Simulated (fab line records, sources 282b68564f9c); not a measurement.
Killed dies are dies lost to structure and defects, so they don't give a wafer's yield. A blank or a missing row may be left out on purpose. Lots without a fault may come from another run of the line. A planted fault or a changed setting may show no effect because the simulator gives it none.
A struck lot beside a sound one | flow rit_cmos | 27 steps out of a route of 202
Sound: wafers L162.2, L162.3, L162.6. Struck: wafer L180.6. (L180.4, L180.5 of the same lot were not struck and are left out.) The cause comes at the end.
At each step with rows: each side's tool, then ch and its chambers, then its first start. Under that, the readings that differ: sound wafers | struck wafers | difference of the means | sigmas: that difference in standard deviations of wafers without a fault.
alike: readings whose means differ by less than 2 such deviations, and words and numbers that are the same on both sides. not compared: withheld readings, readings that some wafer has no value for, bounds like >300 that may hide the same value, and numbers for which the record gives no deviation and whose values overlap.
The two part at a step that has a row with sigmas, a row that says differs or no value, or rows on one side only. Numbers that don't overlap but have no deviation are shown without sigmas and don't part them. A reading that every wafer of one side lacks parts them only if that side has two wafers or more.

first, 4 steps without rows for these wafers: RIT_CONTACT_SOFTBAKE_04 (time 60 s); RIT_CONTACT_EXPOSE_05 (exposes mask M11, target cd 1000 nm); RIT_CONTACT_PEB_06; RIT_CONTACT_DEVELOP_07 (develop time 120 s).
RIT_CONTACT_CD_MEAS_08: target cd 1000 nm.
  sound on cd_sem-01, day 3 06:37; struck on cd_sem-02, day 7 02:19
  reading    | sound             | struck | difference | sigmas
  cd_nm (nm) | 996.5 996.4 995.6 | 1002.7 | +6.5       | +3
RIT_CONTACT_OVL_MEAS_09:
  sound on overlay-01, day 3 06:43; struck on overlay-02, day 7 02:23
  reading          | sound       | struck | difference | sigmas
  CONTACT_OVL (nm) | 0.7 1.4 0.5 | -3.4   | -4.3       | -3
then, 1 step without rows for these wafers: RIT_CONTACT_HARDBAKE_10 (time 60 s).
RIT_CONTACT_ETCH_11: etches SiO2 in CHF3/CF4/Ar, stops on TiSi2, target depth 480 nm, time 320 s.
  sound on rie_diel-02 ch 2,3, day 3 06:54; struck on rie_diel-03 ch 0, day 7 02:33
  reading                | sound          | struck | difference | sigmas
  throttle_valve_pct (%) | 8.79 8.83 8.80 | 9.09   | +0.28      | +3
  alike: drypump_motor_current_A, oes_product_au
  not compared: rf_hours_counter_h
RIT_CONTACT_STRIP_12: strips in O2, time 180 s.
  sound on plasma_asher-04 ch 0,1, day 3 07:06; struck on plasma_asher-04 ch 1, day 7 02:49
  alike: drypump_motor_current_A, rf_refl_power_W
  not compared: rf_hours_counter_h
RIT_CONTACT_CD_MEAS_90: target cd 1000 nm.
  sound on cd_sem-01, day 3 07:17; struck on cd_sem-01, day 7 02:59
  reading    | sound             | struck | difference | sigmas
  cd_nm (nm) | 997.1 996.7 995.7 | 1003.1 | +6.6       | +3
then, 2 steps without rows for these wafers: RIT_CONTACT_CLEAN_13 (cleans in SC1, time 600 s); RIT_CONTACT_CLEAN_14 (cleans in SC2, time 600 s).
RIT_M1_SPUTTER_00: material Al, target thk 400 nm, time 500 s.
  sound on pvd_sputter-02, day 3 07:46; struck on pvd_sputter-01, day 7 03:23
  reading                               | sound             | struck | difference | sigmas
  model.Al_of_M1_SPUTTER_00.thk_nm (nm) | 393.1 392.1 389.2 | 212.2  | -179.3     |
  alike: throttle_valve_pct
RIT_M1_RS_MEAS_01: measures by four-point-probe.
  sound on film_metro-03, day 3 08:04; struck on film_metro-03, day 7 04:02
  reading           | sound                | struck | difference | sigmas
  M1_AL_RS (ohm/sq) | 0.0749 0.0750 0.0757 | 0.1425 | +0.0673    | +86
  not compared: hold
RIT_M1_THK_MEAS_02: measures by xrf.
  sound on film_metro-03, day 3 08:11; struck on film_metro-03, day 7 05:40
  reading        | sound       | struck | difference | sigmas
  M1_AL_THK (nm) | 391 389 390 | 211    | -179       | -43
  not compared: hold
then, 6 steps without rows for these wafers: RIT_M1_HMDS_03 (prime time 60 s); RIT_M1_COAT_04 (resist thk 1280 nm); RIT_M1_SOFTBAKE_05 (time 60 s); RIT_M1_EXPOSE_06 (exposes mask M12, target cd 2600 nm); RIT_M1_PEB_07; RIT_M1_DEVELOP_08 (develop time 68 s).
RIT_M1_CD_MEAS_09: target cd 2600 nm.
  sound on cd_sem-02, day 3 09:16; struck on cd_sem-02, day 7 08:35
  alike: cd_nm
RIT_M1_OVL_MEAS_10:
  sound on overlay-02, day 3 09:22; struck on overlay-02, day 7 08:40
  reading     | sound       | struck | difference | sigmas
  M1_OVL (nm) | 2.0 0.9 0.2 | -2.3   | -3.3       | -3
then, 1 step without rows for these wafers: RIT_M1_HARDBAKE_11 (time 120 s).
RIT_M1_METAL_ETCH_12: etches Al in Cl2/BCl3, stops on SiO2, time 165 s, target depth 600 nm.
  sound on rie_metal-02 ch 0,1, day 3 09:38; struck on rie_metal-04 ch 0, day 7 08:59
  reading                | sound             | struck | difference | sigmas
  oes_product_au (a.u.)  | 0.755 0.760 0.775 | 0.557  | -0.206     | -19
  throttle_valve_pct (%) | 8.28 8.28 8.19    | 8.42   | +0.17      | +2
  alike: drypump_motor_current_A, mfc_cl2_sccm
  not compared: rf_hours_counter_h
then, 1 step without rows for these wafers: RIT_M1_STRIP_13 (strips in nmp, time 600 s).
RIT_M1_PROBE_99:
  sound on prober-01, day 3 11:57; struck on prober-01, day 7 13:49
  reading            | sound | struck                   | difference                   | sigmas
  hold               | - - - | await_dispo/2.1h/release | no value on the sound wafers |
  killed_at_contacts | 1 0 1 | 0                        | -1                           | -2
  alike: defect_limited_yield, killed_at_front_end, killed_dies, killed_open, killed_short, sort_bin_3_pad_short, sort_bin_5_function, sort_bin_6_memory, sort_n_pass, sort_yield_pct

WHERE THEY PART
First at RIT_CONTACT_CD_MEAS_08; last, within this record, at RIT_M1_PROBE_99.

WHY: what the simulator had put in
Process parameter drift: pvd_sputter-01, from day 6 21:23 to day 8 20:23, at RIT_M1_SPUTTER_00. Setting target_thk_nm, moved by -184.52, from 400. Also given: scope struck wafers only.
